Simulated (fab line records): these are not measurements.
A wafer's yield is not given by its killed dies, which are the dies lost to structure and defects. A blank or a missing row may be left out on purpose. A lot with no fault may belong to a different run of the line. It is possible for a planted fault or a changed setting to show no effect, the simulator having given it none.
Problem report, 8D (eight disciplines) form, completed by code || flow rit cmos || the parts of the form that need people (team, actions taken, sign-off) are left out

1. PROBLEM STATEMENT
Wafers free of any fault read 47.1 nm (standard deviation 0.67) for ACTIVE_OXIDE_THK at RIT_ACTIVE_THK_MEAS_02, against a mean of 54.0 nm on 6 wafers of 2 lots. Measured from the usual mean, that is +10 standard deviations.
First observed at day 4 05:04: wafer L502.2, on film metro-02. The record has a number at this step for 42 wafers belonging to 14 lots. Rule for "out" (also "out of limits"): further than 4 standard deviations from the usual mean. Any other wafer with a number is counted as sound.

2. WHAT THIS IS AND IS NOT
{"question": "which readings at this step", "is": "ACTIVE_OXIDE_THK", "is not": "-"}
{"question": "which lots", "is": "L502, L503", "is not": "L489, L490, L492, L493, L497, L501, L506, L507, L508, L509, L510, L511"}
{"question": "which wafers of those lots", "is": "all that have a number", "is not": "-"}
{"question": "read on which gauges", "is": "film metro-02", "is not": "film metro-01, film metro-03"}
{"question": "when", "is": "from day 4 05:04", "is not": "up to then (18 sound wafers); but 18 sound wafers of L506, L507, L508, L509, L510, L511 came after"}

3. THE SUSPECTS, EACH WITH WHAT RULES IT OUT
Counting: a tool at any process step up to the reading remains a suspect when it ran all the lots that are out and ran no sound lot after the first of those.
- the gauge at RIT_ACTIVE_THK_MEAS_02: ruled out. All the wafers that are out were read on film metro-02, but those of them that RIT_ACTIVE_OXIDATION_01 has rows for are out there too, on other tools.
- furnace-03 at RIT_ACTIVE_OXIDATION_01 (target thk 46.8 nm, ox time 3360 s): kept. It processed each lot that is out, first L502 at day 4 03:07, and no sound lot thereafter; up to then, the last sound lot it processed was L497 at day 3 02:49. Its own readings are out on those wafers: spike tc centre C, spike tc source C.
The count leaves furnace-03 at RIT_ACTIVE_OXIDATION_01.

4. THE CAUSE (what the simulator had put in)
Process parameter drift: furnace-03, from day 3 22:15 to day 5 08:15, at RIT_ACTIVE_OXIDATION_01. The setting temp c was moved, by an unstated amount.
After counting, this tool was the only one left.

5. SEQUENCE OF EFFECTS, ordered by route
Rows list readings where the struck wafers' mean (over those with a number) sits beyond 3 standard deviations from the usual. Readings are gone through only where the record gives a usual standard deviation; hours: the median, over the lots, of the time from a lot's start at the first step in this table giving one to that lot's start at this step; sigmas: the change measured in usual standard deviations.
{"hours": 0, "step": "RIT_ACTIVE_OXIDATION_01", "reading": "spike tc centre C", "usual": "1002.9 C", "on struck wafers": 1016.2, "change": "+13.3", "sigmas": "+11"}
{"hours": 0, "step": "RIT_ACTIVE_OXIDATION_01", "reading": "spike tc source C", "usual": "1024.2 C", "on struck wafers": 1039.0, "change": "+14.8", "sigmas": "+7.4"}
{"hours": 2, "step": "RIT_ACTIVE_THK_MEAS_02", "reading": "ACTIVE_OXIDE_THK", "usual": "47.1 nm", "on struck wafers": 54.0, "change": "+6.9", "sigmas": "+10"}
The process steps in it:
- RIT_ACTIVE_OXIDATION_01: target thk 46.8 nm, ox time 3360 s.
At these later measuring or inspecting steps, every struck wafer for which the step has a row has a number for every such reading, and none has moved that far: RIT_FOX1_THK_MEAS_01, RIT_PWELL_OVL_MEAS_06, RIT_PRETRO_TW_MEAS_10.

6. WHAT WOULD HAVE CAUGHT IT SOONER
In this record the first reading out of limits at a measuring or inspecting step was taken at day 4 05:04, 7 hours after the fault began at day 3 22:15.
Tool's own readings at RIT_ACTIVE_OXIDATION_01, spike tc centre C, spike tc source C: out on all struck wafers the step has rows for; an alarm limit on them would have tripped on the first.
Among the 2 lots that are out, L503 began RIT_ACTIVE_OXIDATION_01 on furnace-03 after day 4 05:04. A tool hold placed at that time would have kept it from harm.
